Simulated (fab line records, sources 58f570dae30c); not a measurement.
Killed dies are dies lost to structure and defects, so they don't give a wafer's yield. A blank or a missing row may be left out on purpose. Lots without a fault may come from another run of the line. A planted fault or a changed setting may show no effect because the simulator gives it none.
Which tool did it? | flow berkeley_cmos170 | 14 lots, 42 wafers sampled, at 4 steps of a route of 331

WHAT THE GAUGES READ, wafer by wafer
UCB170_START_BOW_MEAS_00.
lot  | measured    | on            | INCOMING_BOW (um)
L543 | day 1 10:01 | film_metro-03 | 2 -3 11
L544 | day 1 15:00 | film_metro-03 | -5 7 -18
L545 | day 1 20:01 | film_metro-03 | -3 -2 3
L546 | day 2 01:00 | film_metro-03 | 4 10 12
L553 | day 3 12:00 | film_metro-03 | -1 3 5
L554 | day 3 17:01 | film_metro-02 | -2 -10 0
L556 | day 4 03:01 | film_metro-04 | 12 -9 4
L557 | day 4 08:01 | film_metro-03 | 1 -5 -6
L558 | day 4 13:04 | film_metro-04 | -3 -6 -5
L561 | day 5 04:04 | film_metro-03 | 7 10 3
L562 | day 5 09:00 | film_metro-02 | -6 -4 -11
L563 | day 5 14:00 | film_metro-02 | -5 2 -6
L565 | day 6 00:01 | film_metro-04 | -1 -2 -4
L566 | day 6 05:02 | film_metro-03 | 2 -2 -2

UCB170_M3_OVL_MEAS_16.
lot  | measured     | on         | M3_OVL (nm)
L543 | day 9 05:52  | overlay-02 | 9 9 4
L544 | day 9 00:40  | overlay-01 | 10 12 4
L545 | day 9 12:53  | overlay-02 | -1 -1 -2
L546 | day 9 13:09  | overlay-02 | -4 -6 -9
L553 | day 10 23:35 | overlay-01 | -3 6 -1
L554 | day 10 17:50 | overlay-02 | -3 -3 -3
L556 | day 11 14:17 | overlay-02 | 2 -1 7
L557 | day 11 14:49 | overlay-01 | -6 2 0
L558 | day 11 21:05 | overlay-01 | 11 9 0
L561 | day 12 01:06 | overlay-01 | 0 -8 0
L562 | day 12 09:13 | overlay-02 | -5 -4 -3
L563 | day 12 20:13 | overlay-01 | 12 11 -2
L565 | day 12 23:56 | overlay-02 | -4 -5 -5
L566 | day 13 15:50 | overlay-01 | -5 -6 1

WHICH TOOL RAN EACH LOT (tool, then ch and the chambers of the sampled wafers, then the start)
lot  | UCB170_PSD_SOFTBAKE_02            | UCB170_M3_STRIP_07
L543 | litho_track-01 ch 0, day 7 18:59  | plasma_asher-03 ch 0,1, day 9 02:19
L544 | litho_track-02 ch 0, day 7 19:12  | plasma_asher-01 ch 0,1, day 8 21:27
L545 | litho_track-04 ch 0, day 8 06:45  | plasma_asher-03 ch 0, day 9 11:32
L546 | litho_track-01 ch 0, day 8 06:43  | plasma_asher-04 ch 0,1, day 9 11:38
L553 | litho_track-04 ch 0, day 9 16:39  | plasma_asher-03 ch 0,1, day 10 21:43
L554 | litho_track-01 ch 0, day 9 16:34  | plasma_asher-04 ch 0,1, day 10 16:20
L556 | litho_track-01 ch 0, day 10 10:10 | plasma_asher-03 ch 0,1, day 11 12:37
L557 | litho_track-02 ch 0, day 10 10:21 | plasma_asher-03 ch 0,1, day 11 13:20
L558 | litho_track-04 ch 0, day 10 18:04 | plasma_asher-04 ch 0,1, day 11 17:48
L561 | litho_track-04 ch 0, day 11 00:26 | plasma_asher-03 ch 0,1, day 11 23:44
L562 | litho_track-02 ch 0, day 11 07:05 | plasma_asher-03 ch 0,1, day 12 07:51
L563 | litho_track-02 ch 0, day 11 21:31 | plasma_asher-03 ch 0, day 12 18:45
L565 | litho_track-02 ch 0, day 11 21:59 | plasma_asher-03 ch 0,1, day 12 20:53
L566 | litho_track-04 ch 0, day 12 11:20 | plasma_asher-03 ch 0,1, day 13 14:27
- UCB170_PSD_SOFTBAKE_02: time 60 s.
- UCB170_M3_STRIP_07: strips in O2.

WHAT THE TOOLS THEMSELVES READ (means of the sampled wafers that have a number; where no wafer has one, the mark that the record gives instead)
UCB170_PSD_SOFTBAKE_02.
lot  | tool           | heater_power_total_W (W) | run_length_s (s)
L543 | litho_track-01 | 56.81                    | 89.12
L544 | litho_track-02 | 56.85                    | 88.95
L545 | litho_track-04 | 56.78                    | 88.99
L546 | litho_track-01 | 56.85                    | 89.12
L553 | litho_track-04 | 56.78                    | 88.99
L554 | litho_track-01 | 58.48                    | 83.46
L556 | litho_track-01 | 58.55                    | 83.39
L557 | litho_track-02 | 56.75                    | 88.92
L558 | litho_track-04 | 56.78                    | 88.98
L561 | litho_track-04 | 56.81                    | 88.99
L562 | litho_track-02 | 56.78                    | 89.10
L563 | litho_track-02 | 56.80                    | 88.98
L565 | litho_track-02 | 56.78                    | 89.03
L566 | litho_track-04 | 56.80                    | 88.86

UCB170_M3_STRIP_07.
lot  | tool            | drypump_motor_current_A (A) | oes_product_au (a.u.) | strip_time_to_endpoint_s (s)
L543 | plasma_asher-03 | 5.68                        | 0.736                 | 22.02
L544 | plasma_asher-01 | 5.91                        | 0.730                 | 22.02
L545 | plasma_asher-03 | 5.30                        | 0.736                 | 21.96
L546 | plasma_asher-04 | 5.39                        | 0.735                 | 22.03
L553 | plasma_asher-03 | 5.64                        | 0.736                 | 22.01
L554 | plasma_asher-04 | 5.30                        | 0.729                 | 22.11
L556 | plasma_asher-03 | 5.48                        | 0.730                 | 21.98
L557 | plasma_asher-03 | 5.67                        | 0.733                 | 22.03
L558 | plasma_asher-04 | 5.41                        | 0.732                 | 21.87
L561 | plasma_asher-03 | 5.49                        | 0.736                 | 21.94
L562 | plasma_asher-03 | 5.69                        | 0.733                 | 22.02
L563 | plasma_asher-03 | 5.30                        | 0.734                 | 22.00
L565 | plasma_asher-03 | 5.49                        | 0.733                 | 22.07
L566 | plasma_asher-03 | 5.66                        | 0.735                 | 21.95

THE ANSWER, worked out from the rows above alone
Rule: what is usual is taken from the lots themselves. Put in order of their means at a reading, lots are off if they are a third of the lots or fewer, leave a main group of 4 or more, and stand apart from it by a gap of 3 or more times the standard deviation of the main group's means; of several such gaps the widest counts. A main group whose means are all the same, to the digits that the tables above print for the reading, isn't used. A lot without any number at a reading at which 4 lots or more have one is off too. The other lots that the step has rows for count as sound. The gauges are gone through in route order, then the tools' own readings, and for those a lot's mean is taken as printed above. The first step at which some lot is off is used, and at that step the reading that is off furthest; a lot without a number counts as furthest.
Off: L554, L556, at UCB170_PSD_SOFTBAKE_02 (run_length_s). The main group: mean 89.00 s, standard deviation 0.076.
A tool fits if, at that step or a process step before it, it ran every lot that is off, and no sound lot after the first of them. One fits: litho_track-01 at UCB170_PSD_SOFTBAKE_02. Its last sound lot is L546 (day 8 06:43), its first lot that is off L554 (day 9 16:34): a fault that began between those two fits.
The tool's own readings at UCB170_PSD_SOFTBAKE_02 bear it out: on the lots that are off they differ by more than 5 times the standard deviation of the sound lots' means. heater_power_total_W reads 58.52 W there against 56.80 W on the sound lots; run_length_s reads 83.42 s there against 89.00 s on the sound lots.

WHAT THE SIMULATOR HAD PUT IN
Process parameter drift: litho_track-01, from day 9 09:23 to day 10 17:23, at UCB170_PSD_SOFTBAKE_02. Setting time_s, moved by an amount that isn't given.
Lots struck among those shown: L554, L556. The rule above found the same.
